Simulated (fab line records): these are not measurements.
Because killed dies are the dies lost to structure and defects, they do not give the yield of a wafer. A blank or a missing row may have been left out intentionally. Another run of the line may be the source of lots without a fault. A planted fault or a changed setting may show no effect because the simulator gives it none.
A struck lot beside a sound one + flow ritCmos + 16 out of 202 route steps
Sound: these wafers, L415.1, L415.3, L415.6. The struck wafers were L426.1, L426.2, L426.3. At the end, the cause is stated.
Each step with rows lists, per side, the tool, then ch with its chambers, then its first start. Under that, the readings that differ: sound wafers + struck wafers + difference of the means + sigmas: that difference in standard deviations of wafers without a fault.
alike: words and numbers the same on both sides, and readings whose means are apart by under 2 such deviations; not compared: readings that were withheld, readings missing a value for some wafer, numbers with overlapping values and no deviation given by the record, and bounds like >300 which may hide the same value.
A row with sigmas, a row that says differs or no value, or rows on one side alone: a step with any of these is where the two part. Numbers that have no deviation but don't overlap get no sigmas and don't part them. A reading missing from all wafers of one side parts the sides only when that side holds two or more wafers.

first, 1 step without rows for these wafers: RIT_CONTACT_CLEAN_14 (cleans in SC2, time 600 s).
RIT_M1_SPUTTER_00: material Al, target thk 400 nm, time 500 s.
  sound on pvdSputter-03 at day 4 00:22; struck on pvdSputter-01 at day 6 03:41
  alike: chamberPressurePa, throttleValvePct
RIT_M1_RS_MEAS_01: measurement is done with a four-point probe.
  sound on filmMetro-01 at day 4 00:39; struck on filmMetro-01 at day 6 03:59
  alike: M1_AL_RS
RIT_M1_THK_MEAS_02: measures by xrf.
  sound on filmMetro-01 at day 4 00:46; struck on filmMetro-01 at day 6 04:06
  alike: M1_AL_THK
then, 6 steps without rows for these wafers: RIT_M1_HMDS_03 (prime time 60 s); RIT_M1_COAT_04 (resist thk 1300 nm); RIT_M1_SOFTBAKE_05 (time 60 s); RIT_M1_EXPOSE_06 (exposes mask M12, target cd 2600 nm); RIT_M1_PEB_07; RIT_M1_DEVELOP_08 (develop time 68 s).
RIT_M1_CD_MEAS_09 targets a cd of 2600 nm.
  sound on cdSem-02 at day 4 01:50; struck on cdSem-02 at day 6 05:08
| reading   | sound                | struck               | difference | sigmas |
|-----------|----------------------|----------------------|------------|--------|
| cdNm (nm) | 2597.9 2595.7 2596.2 | 2601.7 2600.9 2601.7 | +4.8       | +3     |
RIT_M1_OVL_MEAS_10:
  sound on overlay-01 at day 4 01:58; struck on overlay-02 at day 6 05:15
  alike: M1_OVL
RIT_M1_HARDBAKE_11: time 120 s.
  sound on lithoTrack-04 ch 0, day 4 01:59; struck on lithoTrack-01 ch 0, day 6 05:17
| reading                                | sound                | struck               | difference | sigmas      |
|----------------------------------------|----------------------|----------------------|------------|-------------|
| heaterPowerTotalW (W)                  | 51.98 52.08 51.92    | 42.77 42.75 42.73    | -9.24      | -99 or more |
| plateTempC (C)                         | 140.07 139.83 139.91 | 120.49 120.56 120.36 | -19.47     | -99 or more |
| model.NOVOLAK_of_M1_COAT_04.thkNm (nm) | 1130 1131 1132       | 1185 1186 1183       | +54        |             |
RIT_M1_METAL_ETCH_12: etches Al in Cl2/BCl3, stops on SiO2, time 165 s, target depth 600 nm.
  sound on rieMetal-04 ch 0,1, day 4 02:14; struck on rieMetal-01 ch 0,1, day 6 05:32
| reading                                | sound             | struck            | difference | sigmas |
|----------------------------------------|-------------------|-------------------|------------|--------|
| model.NOVOLAK_of_M1_COAT_04.thkNm (nm) | 791.5 795.5 793.9 | 852.5 859.5 858.2 | +63.1      |        |
  alike: drypumpMotorCurrentA, oesProductAu, throttleValvePct
  not compared: rfHoursCounterH
then, 1 step without rows for these wafers: RIT_M1_STRIP_13 (strips in nmp, time 600 s).
RIT_M1_PROBE_99:
  sound on prober-01 at day 4 04:29; struck on prober-02 at day 6 08:26
| reading                  | sound | struck    | difference | sigmas |
|--------------------------|-------|-----------|------------|--------|
| sort_bin_3_pad_short (%) | 0 0 0 | 0 0.8 0.4 | +0         | +2     |
  alike: defectLimitedYield, killed_at_M0_to_M3, killedAtFrontEnd, killedDies, killedOpen, killedShort, sort_bin_5_function, sort_bin_6_memory, sortNPass, sortYieldPct

WHERE THEY PART
Last at RIT_M1_PROBE_99 as far as this record goes, first at RIT_M1_CD_MEAS_09.

WHY: whatever the simulator had introduced
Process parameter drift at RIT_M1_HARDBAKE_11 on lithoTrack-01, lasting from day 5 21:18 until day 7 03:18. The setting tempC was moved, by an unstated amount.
